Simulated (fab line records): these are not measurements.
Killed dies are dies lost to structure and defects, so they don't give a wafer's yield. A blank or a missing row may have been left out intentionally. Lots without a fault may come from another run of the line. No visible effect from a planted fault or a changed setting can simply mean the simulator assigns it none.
fab line records + flow ritCmos
record:
- lots: 6
- wafers: 18
- lastDay: 6
route steps=202 shown PRETRO@69 GATE@75 FOX2@80 M1@202
lots with no fault: from the same line, run without faults
startH: start of the lot's first displayed wafer, in hours after the record's first day + waitH: how many hours have passed since the lot's step before this one + " same as the row above + L1.1+2: a row that stands for several wafers + - no value, or no start given + * or withheld: withheld + < > ~ a bound
route shown NAME@n: NAME is a module with steps in the file, n the number in the route of the first one + usual: mean/standard deviation taken from wafers without a fault + same: alike in all rows + chamber/n: place in a boat + sites: each site's reading + _std_site: standard deviation across them + _edge_site: inner sites' mean taken away from outer sites' mean + radiusMm: for every site, how far away it sits from the centre of the wafer + mask NAME#n: copy n + behind: the last tool/chamber to shape the wafer + hold: the reason the lot was held/the length of the hold in hours/how it ended + device: transistor that didn't switch, given as n, p or np + end of line: tests of these same wafers at the route's end + a step without rows: its recipe alone + killed: dies that structure and defects cost at the first sort, which is not the same as the wafer's yield + map: the dies of a wafer, with x for killed, . for not killed, _ for no die there
set.NAME: the setting that was run; set.NAME@STEP: the one run at that earlier step + model.NAME: the simulator's own value behind a step, which no gauge read
lots at selected steps of the route; one table per step, one row per wafer
services: when a tool's chamber went out of use (startH, in hours from the record's first day, below 0 if earlier), for how many hours, and the reason
== steps ==
step: RIT_PRETRO_DEVELOP_05
recipe:
- resist: NOVOLAK
- developTimeS: 68
- devTempC: 23
step: RIT_PRETRO_OVL_MEAS_06
usual:
- PRETRO_OVL: 0.5/1.4
| lot.wafer | tool       | chamber | startH | waitH | PRETRO_OVL[nm] |
|-----------|------------|---------|--------|-------|----------------|
| L621.1    | overlay-01 | -       | 32.15  | -     | 1.0            |
| L621.2    | "          | -       | "      | "     | 2.8            |
| L621.5    | "          | -       | "      | "     | 1.8            |
| L623.1    | overlay-02 | -       | 40.36  | -     | -0.2           |
| L623.2    | "          | -       | "      | "     | 0.0            |
| L623.4    | "          | -       | "      | "     | -1.4           |
| L624.3    | overlay-01 | -       | 45.68  | -     | 2.2            |
| L624.4    | "          | -       | "      | "     | 3.8            |
| L624.6    | "          | -       | "      | "     | 2.4            |
| L635.1    | overlay-01 | -       | 102.42 | -     | 1.2            |
| L635.2    | "          | -       | "      | "     | -0.2           |
| L635.6    | "          | -       | "      | "     | 1.7            |
| L636.1    | overlay-02 | -       | 107.50 | -     | -0.3           |
| L636.2    | "          | -       | "      | "     | 0.0            |
| L636.4    | "          | -       | "      | "     | -0.8           |
| L638.1    | overlay-02 | -       | 117.45 | -     | 2.6            |
| L638.2    | "          | -       | "      | "     | 1.5            |
| L638.5    | "          | -       | "      | "     | 0.2            |
step: RIT_PRETRO_HARDBAKE_07
recipe:
- resist: NOVOLAK
- tempC: 140
- timeS: 120
step: RIT_PRETRO_IMPLANT_08
recipe:
- species: B
- energyKev: 45
- doseCm2: 1.21e+13
- tiltDeg: 7
step: RIT_PRETRO_STRIP_09
recipe:
- chemistry: O2
- timeS: 180
- resist: NOVOLAK
- platenTempC: withheld
- powerW: 500
- pressureMtorr: 4000
- o2FlowSccm: 4000
usual:
- drypumpMotorCurrentA: 5.6/0.46
| lot.wafer | tool           | chamber | startH | waitH | drypumpMotorCurrentA | rfHoursCounterH |
|-----------|----------------|---------|--------|-------|----------------------|-----------------|
| L621.1    | plasmaAsher-01 | 0       | 32.58  | 0.1   | 4.8                  | 38              |
| L621.2    | "              | 1       | "      | "     | 5.8                  | 38              |
| L621.5    | "              | 0       | "      | "     | 4.8                  | -               |
| L623.1    | plasmaAsher-02 | 0       | 40.80  | 0.1   | 5.2                  | 40              |
| L623.2    | "              | 1       | "      | "     | 6.2                  | 40              |
| L623.4    | "              | 0       | "      | "     | 5.2                  | -               |
| L624.3    | plasmaAsher-04 | 1       | 46.16  | 0.1   | 5.4                  | -               |
| L624.4    | "              | 0       | "      | "     | 6.0                  | -               |
| L624.6    | "              | 1       | "      | "     | 5.4                  | -               |
| L635.1    | plasmaAsher-02 | 1       | 102.85 | 0.1   | 6.2                  | 47              |
| L635.2    | "              | 0       | "      | "     | 5.2                  | 47              |
| L635.6    | "              | 1       | "      | "     | 6.2                  | -               |
| L636.1    | plasmaAsher-01 | 1       | 107.94 | 0.1   | 5.7                  | 48              |
| L636.2    | "              | 0       | "      | "     | 4.8                  | 48              |
| L636.4    | "              | 1       | "      | "     | 5.7                  | -               |
| L638.1    | plasmaAsher-01 | 0       | 118.02 | 0.1   | 4.8                  | 49              |
| L638.2    | "              | 1       | "      | "     | 5.8                  | 49              |
| L638.5    | "              | 0       | "      | "     | 4.8                  | -               |
step: RIT_PRETRO_TW_MEAS_10
usual:
- PRETRO_TW: 475/4.2
| lot.wafer | tool         | chamber | startH | waitH | PRETRO_TW |
|-----------|--------------|---------|--------|-------|-----------|
| L621.1    | filmMetro-04 | -       | 32.76  | 0.1   | 475       |
| L621.2    | "            | -       | "      | "     | 476       |
| L621.5    | "            | -       | "      | "     | 473       |
| L623.1    | filmMetro-01 | -       | 40.97  | 0.1   | 479       |
| L623.2    | "            | -       | "      | "     | 480       |
| L623.4    | "            | -       | "      | "     | 481       |
| L624.3    | filmMetro-02 | -       | 46.30  | 0.1   | 474       |
| L624.4    | "            | -       | "      | "     | 474       |
| L624.6    | "            | -       | "      | "     | 472       |
| L635.1    | filmMetro-01 | -       | 103.03 | 0.1   | 480       |
| L635.2    | "            | -       | "      | "     | 480       |
| L635.6    | "            | -       | "      | "     | 479       |
| L636.1    | filmMetro-01 | -       | 108.12 | 0.1   | 480       |
| L636.2    | "            | -       | "      | "     | 480       |
| L636.4    | "            | -       | "      | "     | 483       |
| L638.1    | filmMetro-02 | -       | 118.20 | 0.1   | 469       |
| L638.2    | "            | -       | "      | "     | 469       |
| L638.5    | "            | -       | "      | "     | 470       |
step: RIT_GATE_WET_ETCH_00
recipe:
- chemistry: BOE
- target: SiO2
- targetDepthNm: 56
- timeS: 60
- dry: n2Spin
- dilution: 10:1
- tempC: 21.5
step: RIT_GATE_CLEAN_01
recipe:
- chemistry: SC1
- mix: 3:3:50
- timeS: 600
- tempC: 75
step: RIT_GATE_CLEAN_02
recipe:
- chemistry: dHF
- dilution: 50:1
- timeS: 30
step: RIT_GATE_CLEAN_03
recipe:
- chemistry: SC2
- mix: 3:3:50
- timeS: 600
- tempC: 75
- dry: n2Spin
step: RIT_GATE_CLEAN_04
recipe:
- chemistry: dHF
- dilution: 50:1
- timeS: 60
- dry: n2Spin
step: RIT_FOX2_THK_MEAS_91
recipe:
- reads: SiO2_of_FOX2_OXIDATION_00
usual:
- FIELD_OXIDE_LEFT_2_THK: 257/6.7
| lot.wafer | tool         | chamber | startH | waitH | FIELD_OXIDE_LEFT_2_THK[nm] |
|-----------|--------------|---------|--------|-------|----------------------------|
| L621.1    | filmMetro-03 | -       | 33.23  | 0.0   | 262                        |
| L621.2    | "            | -       | "      | "     | 262                        |
| L621.5    | "            | -       | "      | "     | 261                        |
| L623.1    | filmMetro-04 | -       | 41.47  | 0.0   | 257                        |
| L623.2    | "            | -       | "      | "     | 264                        |
| L623.4    | "            | -       | "      | "     | 263                        |
| L624.3    | filmMetro-04 | -       | 46.78  | 0.0   | 263                        |
| L624.4    | "            | -       | "      | "     | 264                        |
| L624.6    | "            | -       | "      | "     | 265                        |
| L635.1    | filmMetro-03 | -       | 103.50 | 0.0   | 255                        |
| L635.2    | "            | -       | "      | "     | 258                        |
| L635.6    | "            | -       | "      | "     | 263                        |
| L636.1    | filmMetro-04 | -       | 108.83 | 0.0   | 262                        |
| L636.2    | "            | -       | "      | "     | 258                        |
| L636.4    | "            | -       | "      | "     | 262                        |
| L638.1    | filmMetro-04 | -       | 118.78 | 0.0   | 262                        |
| L638.2    | "            | -       | "      | "     | 261                        |
| L638.5    | "            | -       | "      | "     | 261                        |
step: RIT_GATE_OXIDATION_05
recipe:
- tempC: 900
- ambient: O2
- targetThkA: 30
- oxTimeS: 270
usual:
- tube_center_temp_C_max: 902.3/0.38
- zonePowerCentrePct: 46/3.4
| lot.wafer | tool       | chamber | startH | waitH | tube_center_temp_C_max | zonePowerCentrePct |
|-----------|------------|---------|--------|-------|------------------------|--------------------|
| L621.1    | furnace-04 | 0       | 33.29  | 0.1   | 903.4                  | 41                 |
| L621.2    | "          | 0       | "      | "     | 902.8                  | 41                 |
| L621.5    | "          | 0       | "      | "     | 902.3                  | 42                 |
| L623.1    | furnace-02 | 0       | 41.53  | 0.1   | 901.9                  | 48                 |
| L623.2    | "          | 0       | "      | "     | 902.6                  | 49                 |
| L623.4    | "          | 0       | "      | "     | 903.1                  | 48                 |
| L623.1    | furnace-04 | 0       | 42.87  | 0.3   | 903.7                  | 41                 |
| L623.2    | "          | 0       | "      | "     | 902.5                  | 41                 |
| L623.4    | "          | 0       | "      | "     | 902.3                  | 41                 |
| L624.3    | furnace-03 | 0       | 46.91  | 0.1   | 901.7                  | 47                 |
| L624.4    | "          | 0       | "      | "     | 901.8                  | 48                 |
| L624.6    | "          | 0       | "      | "     | 902.5                  | 48                 |
| L624.3    | furnace-03 | 0       | 48.15  | 0.2   | 902.5                  | 49                 |
| L624.4    | "          | 0       | "      | "     | 901.6                  | 48                 |
| L624.6    | "          | 0       | "      | "     | 902.5                  | 48                 |
| L635.1    | furnace-03 | 0       | 103.56 | 0.1   | 901.9                  | 48                 |
| L635.2    | "          | 0       | "      | "     | 902.2                  | 48                 |
| L635.6    | "          | 0       | "      | "     | 901.9                  | 48                 |
| L636.1    | furnace-04 | 0       | 108.89 | 0.1   | 902.0                  | 40                 |
| L636.2    | "          | 0       | "      | "     | 902.7                  | 41                 |
| L636.4    | "          | 0       | "      | "     | 902.4                  | 41                 |
| L638.1    | furnace-04 | 0       | 118.84 | 0.1   | 902.2                  | 41                 |
| L638.2    | "          | 0       | "      | "     | 902.7                  | 41                 |
| L638.5    | "          | 0       | "      | "     | 903.2                  | 41                 |
step: RIT_GATE_ANNEAL_06
recipe:
- tempC: 900
- timeS: 600
- ambient: N2O
step: RIT_GATE_THK_MEAS_07
recipe:
- reads: SiO2_of_GATE_OXIDATION_05
usual:
- GATE_OXIDE_THK: 3.02/0.069
| lot.wafer | tool         | chamber | startH | waitH | GATE_OXIDE_THK[nm] |
|-----------|--------------|---------|--------|-------|--------------------|
| L621.1    | filmMetro-02 | -       | 34.62  | 0.0   | 2.92               |
| L621.2    | "            | -       | "      | "     | 3.03               |
| L621.5    | "            | -       | "      | "     | 2.99               |
| L623.1    | filmMetro-03 | -       | 44.20  | 0.0   | 4.89               |
| L623.2    | "            | -       | "      | "     | 4.89               |
| L623.4    | "            | -       | "      | "     | 4.91               |
| L623.1    | filmMetro-03 | -       | 44.43  | 0.2   | 4.93               |
| L623.2    | "            | -       | "      | "     | 4.88               |
| L623.4    | "            | -       | "      | "     | 4.85               |
| L624.3    | filmMetro-02 | -       | 49.49  | 0.0   | 5.20               |
| L624.4    | "            | -       | "      | "     | 5.16               |
| L624.6    | "            | -       | "      | "     | 5.16               |
| L624.3    | filmMetro-02 | -       | 49.72  | 0.2   | 5.20               |
| L624.4    | "            | -       | "      | "     | 5.21               |
| L624.6    | "            | -       | "      | "     | 5.20               |
| L635.1    | filmMetro-03 | -       | 104.89 | 0.0   | 3.04               |
| L635.2    | "            | -       | "      | "     | 3.16               |
| L635.6    | "            | -       | "      | "     | 3.05               |
| L636.1    | filmMetro-04 | -       | 110.21 | 0.0   | 3.11               |
| L636.2    | "            | -       | "      | "     | 3.07               |
| L636.4    | "            | -       | "      | "     | 2.96               |
| L638.1    | filmMetro-04 | -       | 120.16 | 0.0   | 2.95               |
| L638.2    | "            | -       | "      | "     | 2.97               |
| L638.5    | "            | -       | "      | "     | 2.89               |
step: RIT_GATE_CVD_08
recipe:
- material: poly-Si
- targetThkNm: 250
- tempC: 610
- precursor: SiH4
- timeS: 2220
- pressureMtorr: 300
- sih4FlowSccm: 100
step: RIT_M1_PROBE_99
usual:
- killedAtContacts: 0.1/0.36
- killedAtFrontEnd: 7.2/2.9
- killedDies: 7.4/2.9
- killedOpen: 3.8/2
- killedShort: 3.5/2
same:
- grossDies: 264
- killed_at_M0_to_M3: 0
- killed_at_M4_up: 0
- killedAtBackSide: 0
- killedAtOther: 0
| lot.wafer | tool      | chamber | startH | waitH | killedAtContacts | killedAtFrontEnd | killedDies | killedOpen | killedShort |
|-----------|-----------|---------|--------|-------|------------------|------------------|------------|------------|-------------|
| L624.3    | prober-01 | -       | 80.90  | 0.2   | 0                | 6                | 6          | 4          | 2           |
| L624.4    | prober-01 | -       | 80.95  | 0.2   | 0                | 6                | 6          | 3          | 3           |
| L624.6    | prober-01 | -       | 81.05  | 0.2   | 0                | 9                | 9          | 5          | 4           |
| L635.1    | prober-01 | -       | 128.75 | 0.1   | 0                | 8                | 8          | 2          | 6           |
| L635.2    | prober-01 | -       | 128.80 | 0.1   | 0                | 12               | 12         | 7          | 4           |
| L635.6    | prober-01 | -       | 129.00 | 0.2   | 0                | 5                | 5          | 2          | 3           |
| L636.1    | prober-02 | -       | 133.25 | 0.1   | 0                | 5                | 5          | 1          | 4           |
| L636.2    | prober-02 | -       | 133.30 | 0.1   | 1                | 6                | 7          | 2          | 5           |
| L636.4    | prober-02 | -       | 133.40 | 0.2   | 1                | 12               | 13         | 6          | 7           |
| L638.1    | prober-02 | -       | 143.11 | 0.1   | 0                | 9                | 9          | 5          | 4           |
| L638.2    | prober-02 | -       | 143.16 | 0.1   | 0                | 6                | 6          | 2          | 4           |
| L638.5    | prober-02 | -       | 143.31 | 0.2   | 0                | 8                | 8          | 3          | 5           |
killed by level:class
L624.3 GATE:geometricParticle:short=2 REOX:geometricParticle:open=2 SPACER:geometricParticle:open=2
L624.4 FOX1:geometricParticle:short=1 FOX1:geometricParticle:open=1 REOX:geometricParticle:short=1 REOX:geometricParticle:open=1 SPACER:geometricParticle:short=1 SILICIDE:geometricParticle:open=1
L624.6 FOX1:geometricParticle:short=1 FOX1:geometricParticle:open=1 FOX2:geometricParticle:open=1 FOX2:geometricParticle:short=1 GATE:geometricParticle:short=1 GATE:geometricParticle:open=1 SPACER:geometricParticle:open=1 SPACER:geometricParticle:short=1
L635.1 REOX:geometricParticle:short=3 REOX:geometricParticle:open=2 GATE:geometricParticle:short=1 SPACER:geometricParticle:short=1 SILICIDE:geometricParticle:short=1
L635.2 SPACER:geometricParticle:open=3 GATE:geometricParticle:open=2 REOX:geometricParticle:open=2 REOX:geometricParticle:short=2 SPACER:geometricParticle:short=1 SILICIDE:geometricParticle:short=1 NRETRO:coatMicrobubblePrinted=1
L635.6 REOX:geometricParticle:short=2 GATE:geometricParticle:open=1 REOX:geometricParticle:open=1 SPACER:geometricParticle:short=1
L636.1 FOX2:geometricParticle:short=2 GATE:geometricParticle:open=1 GATE:geometricParticle:short=1 SPACER:geometricParticle:short=1
L636.2 FOX1:geometricParticle:short=2 FOX1:geometricParticle:open=1 FOX2:geometricParticle:short=1 REOX:geometricParticle:open=1 SPACER:geometricParticle:short=1 CONTACT:geometricParticle:short=1
L636.4 GATE:geometricParticle:short=3 GATE:geometricParticle:open=2 SPACER:geometricParticle:open=2 FOX1:geometricParticle:short=1 REOX:geometricParticle:open=1 SPACER:geometricParticle:short=1 SILICIDE:geometricParticle:short=1 SILICIDE:geometricParticle:open=1
L638.1 GATE:geometricParticle:open=3 GATE:geometricParticle:short=2 REOX:geometricParticle:short=2 REOX:geometricParticle:open=1 SILICIDE:geometricParticle:open=1
L638.2 SILICIDE:geometricParticle:short=2 FOX1:geometricParticle:open=1 FOX2:geometricParticle:short=1 REOX:geometricParticle:short=1 REOX:geometricParticle:open=1
L638.5 GATE:geometricParticle:short=2 SPACER:geometricParticle:open=2 SPACER:geometricParticle:short=2 FOX2:geometricParticle:short=1 GATE:geometricParticle:open=1
== services ==
| tool           | chamber | startH | hours | kind      |
|----------------|---------|--------|-------|-----------|
| plasmaAsher-04 | -       | 46.32  | 3.4   | repair    |
| furnace-03     | -       | 54.61  | 3.2   | pm        |
| furnace-04     | -       | 68.48  | 2.6   | pm        |
| plasmaAsher-02 | -       | 107.56 | 3.9   | repair    |
| plasmaAsher-04 | -       | 108.75 | 1.5   | repair    |
| plasmaAsher-02 | -       | 111.42 | 9.0   | pm        |
| plasmaAsher-02 | 0       | 111.42 | 9.0   | ventCycle |
| plasmaAsher-02 | 1       | 111.42 | 9.0   | ventCycle |
== key ==
firstSign:
- step: RIT_GATE_OXIDATION_05
- reading: visit
- direction: added
effect:
- step: RIT_GATE_THK_MEAS_07
- reading: visit
- direction: added
effect:
- step: RIT_GATE_THK_MEAS_07
- reading: GATE_OXIDE_THK
- direction: up
- sigmas: 29
- usual: 3.02
- struck: 5.03
metAt RIT_GATE_OXIDATION_05
struckWafers L623.1,L623.2,L623.4,L624.3,L624.4,L624.6
rowsEnd L623.1,L623.2,L623.4
testerLeftOut L624
fault:
- kind: repeatedStepWhole
- tool: furnace-02,furnace-03,furnace-04
- chamber: -
- onsetH: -
- steps: RIT_GATE_OXIDATION_05
- times: 1
- scope: struckLotsOnly
testerLeftOut: of these lots the tester's yield and bins aren't shown, on N5 and GAA mostly nor the transistor test; their killed dies are dies lost to structure and defects alone, not to doping, threshold or leakage, so they don't give the yield
rowsEnd: these wafers met a further fault down the route, and their rows from its step on are left out
